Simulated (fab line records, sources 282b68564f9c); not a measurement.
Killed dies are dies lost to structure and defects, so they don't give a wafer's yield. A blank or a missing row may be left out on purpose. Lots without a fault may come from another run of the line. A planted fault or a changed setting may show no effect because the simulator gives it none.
A struck lot beside a sound one | flow rit_cmos | 26 steps out of a route of 202
Sound: wafers L319.1, L319.2, L319.6. Struck: wafers L327.1, L327.2, L327.5. The cause comes at the end.
At each step with rows: each side's tool, then ch and its chambers, then its first start. Under that, the readings that differ: sound wafers | struck wafers | difference of the means | sigmas: that difference in standard deviations of wafers without a fault.
alike: readings whose means differ by less than 2 such deviations, and words and numbers that are the same on both sides. not compared: withheld readings, readings that some wafer has no value for, bounds like >300 that may hide the same value, and numbers for which the record gives no deviation and whose values overlap.
The two part at a step that has a row with sigmas, a row that says differs or no value, or rows on one side only. Numbers that don't overlap but have no deviation are shown without sigmas and don't part them. A reading that every wafer of one side lacks parts them only if that side has two wafers or more.

first, 4 steps without rows for these wafers: RIT_CONTACT_SOFTBAKE_04 (time 60 s); RIT_CONTACT_EXPOSE_05 (exposes mask M11, target cd 1000 nm); RIT_CONTACT_PEB_06; RIT_CONTACT_DEVELOP_07 (develop time 120 s).
RIT_CONTACT_CD_MEAS_08: target cd 1000 nm.
  sound on cd_sem-01, day 4 18:10; struck on cd_sem-02, day 6 07:11
  alike: cd_nm
RIT_CONTACT_OVL_MEAS_09:
  sound on overlay-01, day 4 18:17; struck on overlay-01, day 6 07:18
  reading          | sound          | struck      | difference | sigmas
  CONTACT_OVL (nm) | -1.1 -1.8 -2.2 | 0.7 0.9 1.7 | +2.8       | +2
then, 1 step without rows for these wafers: RIT_CONTACT_HARDBAKE_10 (time 60 s).
RIT_CONTACT_ETCH_11: etches SiO2 in CHF3/CF4/Ar, stops on TiSi2, target depth 480 nm, time 320 s.
  sound on rie_diel-03 ch 1,2,3, day 4 18:28; struck on rie_diel-01 ch 1,2,3, day 6 07:29
  alike: CHF3_flow_sccm, drypump_motor_current_A, oes_product_au, throttle_valve_pct
  not compared: rf_hours_counter_h
RIT_CONTACT_STRIP_12: strips in O2, time 180 s.
  sound on plasma_asher-01 ch 0,1, day 4 18:40; struck on plasma_asher-04 ch 0,1, day 6 07:41
  alike: drypump_motor_current_A
  not compared: rf_hours_counter_h
RIT_CONTACT_CD_MEAS_90: target cd 1000 nm.
  sound on cd_sem-01, day 4 18:50; struck on cd_sem-02, day 6 07:51
  alike: cd_nm
then, 2 steps without rows for these wafers: RIT_CONTACT_CLEAN_13 (cleans in SC1, time 600 s); RIT_CONTACT_CLEAN_14 (cleans in SC2, time 600 s).
RIT_M1_SPUTTER_00: material Al, target thk 400 nm, time 500 s.
  sound on pvd_sputter-04, day 4 19:40; struck on pvd_sputter-03, day 6 08:30
  reading                               | sound             | struck            | difference | sigmas
  model.Al_of_M1_SPUTTER_00.thk_nm (nm) | 400.1 404.4 401.2 | 368.6 372.9 373.3 | -30.3      |
  alike: chamber_pressure_pa, throttle_valve_pct
RIT_M1_RS_MEAS_01: measures by four-point-probe.
  sound on film_metro-01, day 4 19:58; struck on film_metro-04, day 6 09:05
  reading           | sound                | struck               | difference | sigmas
  M1_AL_RS (ohm/sq) | 0.0736 0.0726 0.0733 | 0.0798 0.0788 0.0789 | +0.0060    | +9
  not compared: hold
RIT_M1_THK_MEAS_02: measures by xrf.
  sound on film_metro-01, day 4 20:05; struck on film_metro-04, day 6 13:16
  reading        | sound       | struck      | difference | sigmas
  M1_AL_THK (nm) | 408 412 406 | 371 374 376 | -35        | -9
  not compared: hold
then, 5 steps without rows for these wafers: RIT_M1_COAT_04 (resist thk 1300 nm); RIT_M1_SOFTBAKE_05 (time 60 s); RIT_M1_EXPOSE_06 (exposes mask M12, target cd 2600 nm); RIT_M1_PEB_07; RIT_M1_DEVELOP_08 (develop time 68 s).
RIT_M1_CD_MEAS_09: target cd 2600 nm.
  sound on cd_sem-02, day 4 21:08; struck on cd_sem-01, day 6 17:38
  alike: cd_nm
RIT_M1_OVL_MEAS_10:
  sound on overlay-02, day 4 21:16; struck on overlay-02, day 6 17:45
  alike: M1_OVL
then, 1 step without rows for these wafers: RIT_M1_HARDBAKE_11 (time 120 s).
RIT_M1_METAL_ETCH_12: etches Al in Cl2/BCl3, stops on SiO2, time 165 s, target depth 600 nm.
  sound on rie_metal-02 ch 0,1, day 4 21:41; struck on rie_metal-03 ch 0,1, day 6 18:02
  reading               | sound             | struck            | difference | sigmas
  oes_product_au (a.u.) | 0.775 0.794 0.783 | 0.760 0.750 0.762 | -0.027     | -3
  alike: drypump_motor_current_A, throttle_valve_pct
  not compared: rf_hours_counter_h
then, 1 step without rows for these wafers: RIT_M1_STRIP_13 (strips in nmp, time 600 s).
RIT_M1_PROBE_99:
  sound on prober-01, day 4 23:56; struck on prober-01, day 7 00:06
  reading | sound | struck                                                                     | difference                   | sigmas
  hold    | - - - | await_dispo/3.5h/release await_dispo/3.5h/release await_dispo/3.5h/release | no value on the sound wafers |
  alike: defect_limited_yield, killed_at_contacts, killed_at_front_end, killed_dies, killed_open, killed_short, sort_bin_3_pad_short, sort_bin_5_function, sort_bin_6_memory, sort_n_pass, sort_yield_pct

WHERE THEY PART
First at RIT_CONTACT_OVL_MEAS_09; last, within this record, at RIT_M1_PROBE_99.

WHY: what the simulator had put in
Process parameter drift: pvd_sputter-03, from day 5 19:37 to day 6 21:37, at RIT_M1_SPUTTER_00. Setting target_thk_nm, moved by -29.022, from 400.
